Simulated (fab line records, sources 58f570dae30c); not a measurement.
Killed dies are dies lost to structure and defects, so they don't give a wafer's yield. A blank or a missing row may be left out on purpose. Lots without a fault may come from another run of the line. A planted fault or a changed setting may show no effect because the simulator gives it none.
fab line records | flow berkeley_cmos170
record lots=5 wafers=23
route steps=331 shown CONTACT@229 M1@242 M2@283 V2@292
start_h: hours from the record's first day to the start of the lot's first wafer shown | wait_h: hours since the lot's step before | " the same as in the row above | L1.1+2: a row that stands for several wafers | - no value, or no start given | * or withheld: withheld | < > ~ a bound
route shown NAME@n: a module of which the file shows steps, and the number in the route of the first | usual: mean/standard deviation of fault-free wafers | same: alike in all rows | chamber/n: place in a boat | sites: the reading at each site | _std_site: their standard deviation | _edge_site: outer sites' mean less inner sites' | radius_mm: how far each site lies from the wafer's centre | mask NAME#n: copy n | behind: the tool/chamber that last shaped the wafer | hold: why the lot was held/for how many hours/how that ended | device: the transistor (n, p or np) that didn't switch | end of line: the same wafers' tests at the end of the route | a step without rows: its recipe alone | killed: dies lost to structure and defects at the first sort, not the wafer's yield | map: a wafer's dies, x killed, . not, _ none there
set.NAME: the setting as run; set.NAME@STEP: as run at that earlier step | model.NAME: the simulator's own value behind a step, which no gauge read
lots whose settings were changed on purpose; a table a step, a row a wafer
## steps
# step UCB170_CONTACT_PEB_13
# recipe peb_temp_c=130 peb_time_s=withheld resist=KrF
# columns lot.wafer tool chamber start_h wait_h set.peb_temp_c
L074.1+2+4 litho_track-01 0 191.13 0.1 130
L074.3+6 " 0 " " 133.7
L077.1+2+3+5+6 litho_track-03 0 230.92 0.4 130
L083.1+3+4+5+6 litho_track-02 0 252.10 0.4 130
L085.1+4+5 litho_track-02 0 252.38 0.2 127.8
L085.2+3 " 0 " " 130
L080.1+3+4 litho_track-02 0 252.65 0.1 130
# step UCB170_CONTACT_DEVELOP_14
# recipe developer=TMAH develop_time_s=45 resist=KrF dev_temp_c=21
# step UCB170_CONTACT_CD_MEAS_15
# recipe target_cd_nm=700
# usual cd_nm=700.5/1.6
# columns lot.wafer tool chamber start_h wait_h set.dose_mj@CONTACT_EXPOSE_12 set.peb_temp_c@CONTACT_PEB_13 cd_nm
L074.1 cd_sem-01 - 191.40 - 35 130 702.4
L074.2 " - " " 33.51 130 693.7
L074.3 " - " " 33.51 133.7 714.0
L074.4 " - " " 35 130 701.3
L074.6 " - " " 33.51 133.7 715.0
L077.1 cd_sem-01 - 231.19 - 35 130 699.9
L077.2 " - " " 37.26 130 711.4
L077.3 " - " " 37.26 130 710.2
L077.5 " - " " 35 130 699.0
L077.6 " - " " 35 130 699.3
L083.1 cd_sem-02 - 252.38 - 35 130 698.6
L083.3 " - " " 37.38 130 711.4
L083.4 " - " " 35 130 699.9
L083.5 " - " " 37.38 130 711.3
L083.6 " - " " 35 130 699.8
L085.1 cd_sem-01 - 252.65 - 33.64 127.8 678.9
L085.2 " - " " 35 130 702.9
L085.3 " - " " 35 130 702.5
L085.4 " - " " 33.64 127.8 678.5
L085.5 " - " " 35 127.8 685.7
L080.1 cd_sem-01 - 253.01 - 35 130 699.2
L080.3 " - " " 35 130 698.5
L080.4 " - " " 35 130 701.8
# step UCB170_CONTACT_ETCH_17
# recipe chemistry=N2/H2 target_depth_a=withheld overetch_a=withheld target=BARC time_s=withheld source_w=500 bias_w=100 pressure_mtorr=30 n2_flow_sccm=100 h2_flow_sccm=200
# columns lot.wafer tool chamber start_h wait_h set.dose_mj@CONTACT_EXPOSE_12 set.peb_temp_c@CONTACT_PEB_13 model.CONTACT.cd_nm
L074.1 rie_diel-01 0 191.56 0.0 35 130 702.4
L074.2 " 1 " " 33.51 130 693.5
L074.3 " 3 " " 33.51 133.7 714
L074.4 " 2 " " 35 130 702.6
L074.6 " 1 " " 33.51 133.7 714.7
L077.1 rie_diel-03 0 231.35 0.0 35 130 699.9
L077.2 " 2 " " 37.26 130 711.6
L077.3 " 3 " " 37.26 130 710.8
L077.5 " 1 " " 35 130 698.7
L077.6 " 2 " " 35 130 699.7
L083.1 rie_diel-04 1 252.54 0.0 35 130 700.6
L083.3 " 0 " " 37.38 130 711.1
L083.4 " 0 " " 35 130 699.6
L083.5 " 2 " " 37.38 130 710.9
L083.6 " 1 " " 35 130 702.1
L085.1 rie_diel-03 2 252.81 0.0 33.64 127.8 679.5
L085.2 " 3 " " 35 130 703.4
L085.3 " 1 " " 35 130 702
L085.4 " 0 " " 33.64 127.8 679
L085.5 " 0 " " 35 127.8 685.5
L080.1 rie_diel-01 3 253.17 0.0 35 130 699
L080.3 " 2 " " 35 130 700.1
L080.4 " 0 " " 35 130 701.6
# step UCB170_CONTACT_ETCH_18
# recipe chemistry=CHF3/CF4/Ar target=PSG stop_on=TiSi2 CHF3_flow_sccm=45 cf4_flow_sccm=15 Ar_flow_sccm=150 pressure_mtorr=200 rf_w=700 target_depth_a=8400 over_etch_frac=0.2 time_s=195
# columns lot.wafer tool chamber start_h wait_h set.dose_mj@CONTACT_EXPOSE_12 set.peb_temp_c@CONTACT_PEB_13 model.CONTACT.cd_nm
L074.1 rie_diel-01 0 - - 35 130 702.8
L074.2 " 1 " " 33.51 130 693.2
L074.3 " 3 " " 33.51 133.7 713.9
L074.4 " 2 " " 35 130 701.7
L074.6 " 1 " " 33.51 133.7 714.8
L077.1 rie_diel-03 0 - - 35 130 701
L077.2 " 2 " " 37.26 130 711.9
L077.3 " 3 " " 37.26 130 711.2
L077.5 " 1 " " 35 130 697.8
L077.6 " 2 " " 35 130 700.5
L083.1 rie_diel-04 1 - - 35 130 701.2
L083.3 " 0 " " 37.38 130 710.7
L083.4 " 0 " " 35 130 699.2
L083.5 " 2 " " 37.38 130 712
L083.6 " 1 " " 35 130 702.5
L085.1 rie_diel-03 2 - - 33.64 127.8 679.7
L085.2 " 3 " " 35 130 703.2
L085.3 " 1 " " 35 130 701.2
L085.4 " 0 " " 33.64 127.8 679.4
L085.5 " 0 " " 35 127.8 685.9
L080.1+3 rie_diel-01 3,2 - - 35 130 699
L080.4 " 0 " " 35 130 701.6
# step UCB170_CONTACT_STRIP_19
# recipe chemistry=O2 power_w=400 pressure_mtorr=3500 platen_temp_c=withheld o2_flow_sccm=400 overash_fraction=0.5
# step UCB170_CONTACT_CD_MEAS_90
# recipe target_cd_nm=700
# usual cd_nm=700.7/1.8
# columns lot.wafer tool chamber start_h wait_h set.dose_mj@CONTACT_EXPOSE_12 set.peb_temp_c@CONTACT_PEB_13 cd_nm
L074.1 cd_sem-02 - 191.82 0.1 35 130 703.2
L074.2 " - " " 33.51 130 693.3
L074.3 " - " " 33.51 133.7 714.2
L074.4 " - " " 35 130 701.9
L074.6 " - " " 33.51 133.7 714.8
L077.1 cd_sem-01 - 231.62 0.1 35 130 701.4
L077.2 " - " " 37.26 130 711.8
L077.3 " - " " 37.26 130 711.3
L077.5 " - " " 35 130 698.1
L077.6 " - " " 35 130 700.7
L083.1 cd_sem-02 - 252.81 0.1 35 130 701.1
L083.3 " - " " 37.38 130 710.9
L083.4 " - " " 35 130 699.5
L083.5 " - " " 37.38 130 712.2
L083.6 " - " " 35 130 702.3
L085.1 cd_sem-01 - 253.13 0.1 33.64 127.8 679.0
L085.2 " - " " 35 130 703.0
L085.3 " - " " 35 130 701.2
L085.4 " - " " 33.64 127.8 679.7
L085.5 " - " " 35 127.8 686.1
L080.1 cd_sem-01 - 253.44 0.1 35 130 699.4
L080.3 " - " " 35 130 698.8
L080.4 " - " " 35 130 701.5
# step UCB170_M1_COAT_04
# recipe resist=KrF spin_rpm=1500 resist_thk_nm=900
# columns lot.wafer tool chamber start_h wait_h set.resist_thk_nm model.KrF_of_M1_COAT_04.thk_nm
L074.1 litho_track-04 0 - - 862.6 863.4
L074.2 " 0 " " 900 902.1
L074.3 " 0 " " 900 903.4
L074.4 " 0 " " 862.6 862.7
L074.6 " 0 " " 862.6 863.2
L077.1 litho_track-04 0 - - 900 897.9
L077.2 " 0 " " 878.5 877.4
L077.3 " 0 " " 900 899
L077.5 " 0 " " 878.5 876.6
L077.6 " 0 " " 900 900.1
L083.1 litho_track-01 0 - - 943.4 949.8
L083.3 " 0 " " 943.4 948.6
L083.4 " 0 " " 943.4 949.1
L083.5 " 0 " " 900 901.8
L083.6 " 0 " " 900 905.1
L085.1 litho_track-01 0 - - 900 904.6
L085.2 " 0 " " 940.5 942.1
L085.3 " 0 " " 940.5 941.2
L085.4 " 0 " " 940.5 944.2
L085.5 " 0 " " 900 902.4
L080.1 litho_track-01 0 - - 900 902.6
L080.3 " 0 " " 900 904.1
L080.4 " 0 " " 900 903.4
# step UCB170_M1_SOFTBAKE_05
# recipe resist=KrF temp_c=130 time_s=60
# step UCB170_M1_EXPOSE_06
# recipe mask_id=METAL1 target_cd_nm=700 na=0.5 sigma_outer=0.6 source_shape=conventional dose_mj=21
# step UCB170_M1_ETCH_11
# recipe chemistry=N2/H2 target_depth_a=withheld overetch_a=withheld target=BARC time_s=withheld source_w=500 bias_w=100 pressure_mtorr=30 n2_flow_sccm=100 h2_flow_sccm=200
# step UCB170_M1_METAL_ETCH_12
# recipe chemistry=Cl2/BCl3 target=Al stop_on=PSG pressure_mtorr=12 target_depth_a=7800 over_etch_frac=0.3 time_s=130 icp_w=600 bias_w=120 Cl2_flow_sccm=90 bcl3_flow_sccm=45
# columns lot.wafer tool chamber start_h wait_h set.resist_thk_nm@M1_COAT_04 model.KrF_of_M1_COAT_04.thk_nm
L074.1 rie_metal-01 1 193.54 - 862.6 382.8
L074.2 " 0 " " 900 434.7
L074.3 " 0 " " 900 439.7
L074.4 " 1 " " 862.6 378.7
L074.6 " 0 " " 862.6 396
L077.1 rie_metal-02 1 233.47 - 900 432.1
L077.2 " 0 " " 878.5 399.7
L077.3 " 0 " " 900 418.1
L077.5 " 0 " " 878.5 393.9
L077.6 " 1 " " 900 435.9
L083.1 rie_metal-01 0 255.95 - 943.4 473.7
L083.3 " 0 " " 943.4 473.5
L083.4 " 1 " " 943.4 463.7
L083.5 " 1 " " 900 418.1
L083.6 " 0 " " 900 430.9
L085.1 rie_metal-02 1 256.77 - 900 435.6
L085.2 " 0 " " 940.5 454.2
L085.3 " 0 " " 940.5 455.3
L085.4 " 1 " " 940.5 480.2
L085.5 " 1 " " 900 434.6
L080.1 rie_metal-04 0 257.41 - 900 454.4
L080.3 " 1 " " 900 447.8
L080.4 " 0 " " 900 457.1
# step UCB170_M2_EXPOSE_12
# recipe mask_id=METAL2 target_cd_nm=700 na=0.5 sigma_outer=0.6 source_shape=conventional dose_mj=26
# columns lot.wafer tool chamber start_h wait_h mask set.dose_mj
L074.1+4 krf_scanner-01 0 199.74 - METAL2#0 26
L074.2+3+6 " 0 " " METAL2#0 24.28
L077.1+2+3 krf_scanner-02 0 241.70 - METAL2#0 26.96
L077.5+6 " 0 " " METAL2#0 26
L083.1+3+4+5+6 krf_scanner-02 0 - - METAL2#0 26
L085.1+2+3+4+5 krf_scanner-01 0 - - METAL2#0 26
L080.1+3+4 krf_scanner-01 0 - - METAL2#0 26
# step UCB170_M2_PEB_13
# recipe peb_temp_c=130 peb_time_s=withheld resist=KrF
# step UCB170_M2_DEVELOP_14
# recipe developer=TMAH develop_time_s=45 resist=KrF dev_temp_c=21
# step UCB170_M2_CD_MEAS_15
# recipe target_cd_nm=700
# usual cd_nm=699.8/1.4
# columns lot.wafer tool chamber start_h wait_h set.dose_mj@M2_EXPOSE_12 cd_nm
L074.1 cd_sem-01 - 200.39 - 26 700.8
L074.2 " - " " 24.28 713.0
L074.3 " - " " 24.28 713.4
L074.4 " - " " 26 700.3
L074.6 " - " " 24.28 713.5
L077.1 cd_sem-01 - 242.80 - 26.96 691.3
L077.2 " - " " 26.96 693.3
L077.3 " - " " 26.96 692.7
L077.5 " - " " 26 697.6
L077.6 " - " " 26 698.1
L083.1 cd_sem-01 - 271.59 - 26 698.7
L083.3 " - " " 26 698.0
L083.4 " - " " 26 697.6
L083.5 " - " " 26 698.1
L083.6 " - " " 26 697.5
L085.1 cd_sem-01 - 272.24 - 26 700.1
L085.2 " - " " 26 699.8
L085.3 " - " " 26 699.7
L085.4 " - " " 26 700.1
L085.5 " - " " 26 700.7
L080.1 cd_sem-01 - 272.51 - 26 700.8
L080.3 " - " " 26 701.7
L080.4 " - " " 26 699.7
# step UCB170_M2_ETCH_17
# recipe chemistry=N2/H2 target_depth_a=withheld overetch_a=withheld target=BARC time_s=withheld source_w=500 bias_w=100 pressure_mtorr=30 n2_flow_sccm=100 h2_flow_sccm=200
# columns lot.wafer tool chamber start_h wait_h set.dose_mj@M2_EXPOSE_12 model.M2.cd_nm
L074.1+4 rie_diel-01 2,1 200.55 0.0 26 700.8
L074.2 " 3 " " 24.28 712.4
L074.3 " 0 " " 24.28 713.8
L074.6 " 0 " " 24.28 713.5
L077.1 rie_diel-01 0 242.96 0.0 26.96 692
L077.2 " 1 " " 26.96 694.2
L077.3 " 2 " " 26.96 692.1
L077.5 " 0 " " 26 697.7
L077.6 " 1 " " 26 698.3
L083.1 rie_diel-03 0 271.74 0.0 26 697.6
L083.3 " 3 " " 26 698.2
L083.4+6 " 1,0 " " 26 697
L083.5 " 3 " " 26 698.4
L085.1 rie_diel-02 0 272.40 0.0 26 700.3
L085.2 " 1 " " 26 699.9
L085.3 " 2 " " 26 699
L085.4 " 3 " " 26 700
L085.5 " 0 " " 26 700.8
L080.1 rie_diel-02 0 272.67 0.0 26 701
L080.3 " 2 " " 26 701.2
L080.4 " 1 " " 26 700.7
# step UCB170_V2_CVD_00
# recipe material=SiO2 target_thk_nm=2000 temp_c=390 precursor=TEOS/O2 time_s=250 rf_w=550 pressure_mtorr=9000
# columns lot.wafer tool chamber start_h wait_h set.time_s model.SiO2_of_V2_CVD_00.thk_nm
L074.1 pecvd-03 2 201.00 0.1 229.4 1830
L074.2 " 0 " " 229.4 1806
L074.3 " 1 " " 229.4 1821
L074.4 " 1 " " 250 1997
L074.6 " 2 " " 250 2004
L077.1 pecvd-03 2 243.48 0.1 261 -
L077.2+5 " 1,2 " " 250 -
L077.3 " 0 " " 250 1987
L077.6 " 0 " " 261 2104
L083.1 pecvd-03 0 272.19 0.1 232.3 1846
L083.3 " 2 " " 250 1957
L083.4 " 2 " " 232.3 1899
L083.5 " 0 " " 250 2023
L083.6 " 1 " " 250 2004
L085.1 pecvd-02 2 272.91 0.1 239 1845
L085.2 " 1 " " 239 1938
L085.3 " 0 " " 239 1898
L085.4 " 2 " " 250 1976
L085.5 " 1 " " 250 2063
L080.1 pecvd-03 1 273.12 0.1 250 2009
L080.3 " 0 " " 250 2006
L080.4 " 2 " " 250 2035
# step UCB170_V2_THK_MEAS_01
# recipe reads=SiO2_of_V2_CVD_00
# usual V2_TEOS_THK=2011/31
# columns lot.wafer tool chamber start_h wait_h set.time_s@V2_CVD_00 V2_TEOS_THK[nm]
L074.1 film_metro-03 - 201.15 0.1 229.4 1831
L074.2 " - " " 229.4 1805
L074.3 " - " " 229.4 1821
L074.4 " - " " 250 1997
L074.6 " - " " 250 2004
L077.1 film_metro-03 - 243.63 0.1 261 2048
L077.2 " - " " 250 2002
L077.3 " - " " 250 1987
L077.5 " - " " 250 1996
L077.6 " - " " 261 2101
L083.1 film_metro-04 - 272.35 0.1 232.3 1847
L083.3 " - " " 250 1958
L083.4 " - " " 232.3 1899
L083.5 " - " " 250 2023
L083.6 " - " " 250 2005
L085.1 film_metro-04 - 273.06 0.1 239 1844
L085.2 " - " " 239 1938
L085.3 " - " " 239 1899
L085.4 " - " " 250 1976
L085.5 " - " " 250 2063
L080.1 film_metro-03 - 273.28 0.1 250 2008
L080.3 " - " " 250 2004
L080.4 " - " " 250 2035
# step UCB170_V2_COAT_07
# recipe resist=KrF spin_rpm=1500 resist_thk_nm=900
# columns lot.wafer tool chamber start_h wait_h set.resist_thk_nm model.KrF_of_V2_COAT_07.thk_nm
L074.1 litho_track-03 0 202.02 0.1 866.2 869.4
L074.2 " 0 " " 866.2 869
L074.3 " 0 " " 900 905.5
L074.4 " 0 " " 900 902.5
L074.6 " 0 " " 866.2 869.3
L077.1 litho_track-01 0 245.47 0.1 900 895.7
L077.2 " 0 " " 854.1 853
L077.3 " 0 " " 854.1 853.5
L077.5 " 0 " " 900 896.9
L077.6 " 0 " " 900 897.9
L083.1 litho_track-02 0 276.00 0.1 900 898.3
L083.3 " 0 " " 900 894.1
L083.4 " 0 " " 852.5 849.7
L083.5 " 0 " " 852.5 851.7
L083.6 " 0 " " 900 899.1
L085.1 litho_track-02 0 276.45 0.1 900 897.1
L085.2 " 0 " " 900 898.3
L085.3 " 0 " " 900 899
L085.4 " 0 " " 900 899.2
L085.5 " 0 " " 900 900.1
L080.1 litho_track-03 0 276.55 0.1 900 897.4
L080.3 " 0 " " 900 900.1
L080.4 " 0 " " 900 899.4
# step UCB170_V2_SOFTBAKE_08
# recipe resist=KrF temp_c=130 time_s=60
# step UCB170_V2_EXPOSE_09
# recipe mask_id=VIA2 target_cd_nm=700 na=0.5 sigma_outer=0.6 source_shape=conventional dose_mj=37
# step UCB170_V2_ETCH_14
# recipe chemistry=CHF3/CF4/Ar target=SiO2 stop_on=Al CHF3_flow_sccm=45 cf4_flow_sccm=15 Ar_flow_sccm=150 pressure_mtorr=200 rf_w=712.4 target_depth_a=12500 over_etch_frac=0.25 time_s=291
# columns lot.wafer tool chamber start_h wait_h set.resist_thk_nm@V2_COAT_07 model.KrF_of_V2_COAT_07.thk_nm
L074.1 rie_diel-04 2 202.99 0.0 866.2 571.5
L074.2 " 1 " " 866.2 565.9
L074.3 " 3 " " 900 610.8
L074.4 " 0 " " 900 622
L074.6 " 2 " " 866.2 572.1
L077.1 rie_diel-04 2 247.19 0.0 900 605.4
L077.2 " 0 " " 854.1 576.7
L077.3 " 1 " " 854.1 559.3
L077.5 " 2 " " 900 607
L077.6 " 0 " " 900 622.6
L083.1 rie_diel-03 0 277.63 0.0 900 598.4
L083.3 " 3 " " 900 604.7
L083.4 " 1 " " 852.5 559.6
L083.5 " 0 " " 852.5 552.9
L083.6 " 3 " " 900 611.3
L085.1 rie_diel-04 0 277.79 0.0 900 618.5
L085.2 " 3 " " 900 610.6
L085.3 " 1 " " 900 606.6
L085.4 " 2 " " 900 607.6
L085.5 " 0 " " 900 624.9
L080.1 rie_diel-03 0 278.06 0.0 900 596.8
L080.3 " 2 " " 900 611.6
L080.4 " 3 " " 900 609.9
# step UCB170_V2_STRIP_15
# recipe chemistry=O2 power_w=400 pressure_mtorr=3500 platen_temp_c=withheld o2_flow_sccm=400 overash_fraction=0.5
# usual strip_time_to_endpoint_s=15.30/0.14
# columns lot.wafer tool chamber start_h wait_h set.resist_thk_nm@V2_COAT_07 strip_time_to_endpoint_s
L074.1 plasma_asher-01 1 203.17 0.1 866.2 14.39
L074.2 " 0 " " 866.2 14.27
L074.3 " 1 " " 900 15.33
L074.4 " 0 " " 900 15.59
L074.6 " 0 " " 866.2 14.40
L077.1 plasma_asher-01 1 247.37 0.1 900 15.19
L077.2 " 0 " " 854.1 14.53
L077.3 " 0 " " 854.1 14.08
L077.5 " 1 " " 900 15.24
L077.6 " 0 " " 900 15.62
L083.1 plasma_asher-04 0 277.81 0.1 900 15.04
L083.3 " 0 " " 900 15.18
L083.4 " 1 " " 852.5 14.12
L083.5 " 0 " " 852.5 13.97
L083.6 " 1 " " 900 15.35
L085.1 plasma_asher-01 1 277.96 0.1 900 15.51
L085.2 " 0 " " 900 15.33
L085.3 " 0 " " 900 15.22
L085.4 " 1 " " 900 15.25
L085.5 " 1 " " 900 15.66
L080.1 plasma_asher-03 0 278.24 0.1 900 15.01
L080.3 " 0 " " 900 15.34
L080.4 " 1 " " 900 15.30
## key
split step=UCB170_CONTACT_PEB_13 setting=peb_temp_c stated=130 by=wafer
response step=UCB170_CONTACT_CD_MEAS_15 reading=cd_nm slope=+7.98 per=1% together_with=dose_mj@CONTACT_EXPOSE_12 explained=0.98
response step=UCB170_CONTACT_ETCH_17 reading=model.CONTACT.cd_nm slope=+7.76 per=1% together_with=dose_mj@CONTACT_EXPOSE_12 explained=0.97
response step=UCB170_CONTACT_ETCH_18 reading=model.CONTACT.cd_nm slope=+7.71 per=1% together_with=dose_mj@CONTACT_EXPOSE_12 explained=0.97
response step=UCB170_CONTACT_CD_MEAS_90 reading=cd_nm slope=+7.67 per=1% together_with=dose_mj@CONTACT_EXPOSE_12 explained=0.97
split step=UCB170_M1_COAT_04 setting=resist_thk_nm stated=900 by=wafer
response step=UCB170_M1_COAT_04 reading=model.KrF_of_M1_COAT_04.thk_nm change=+9.22 per=1% r=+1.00
response step=UCB170_M1_METAL_ETCH_12 reading=model.KrF_of_M1_COAT_04.thk_nm change=+9.58 per=1% r=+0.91
split step=UCB170_M2_EXPOSE_12 setting=dose_mj stated=26 by=wafer
response step=UCB170_M2_CD_MEAS_15 reading=cd_nm change=-1.82 per=1% r=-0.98
response step=UCB170_M2_ETCH_17 reading=model.M2.cd_nm change=-1.77 per=1% r=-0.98
split step=UCB170_V2_CVD_00 setting=time_s stated=250 by=wafer
response step=UCB170_V2_CVD_00 reading=model.SiO2_of_V2_CVD_00.thk_nm change=+21.5 per=1% r=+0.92
response step=UCB170_V2_THK_MEAS_01 reading=V2_TEOS_THK change=+20.8 per=1% r=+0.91
split step=UCB170_V2_COAT_07 setting=resist_thk_nm stated=900 by=wafer
response step=UCB170_V2_COAT_07 reading=model.KrF_of_V2_COAT_07.thk_nm change=+8.8 per=1% r=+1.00
response step=UCB170_V2_ETCH_14 reading=model.KrF_of_V2_COAT_07.thk_nm change=+9.62 per=1% r=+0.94
response step=UCB170_V2_STRIP_15 reading=strip_time_to_endpoint_s change=* per=1% r=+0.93
split outside_this_file step=UCB170_CONTACT_EXPOSE_12 setting=dose_mj
# split outside_this_file: this setting was split too, and the file shows its column; the key of that split is in another file
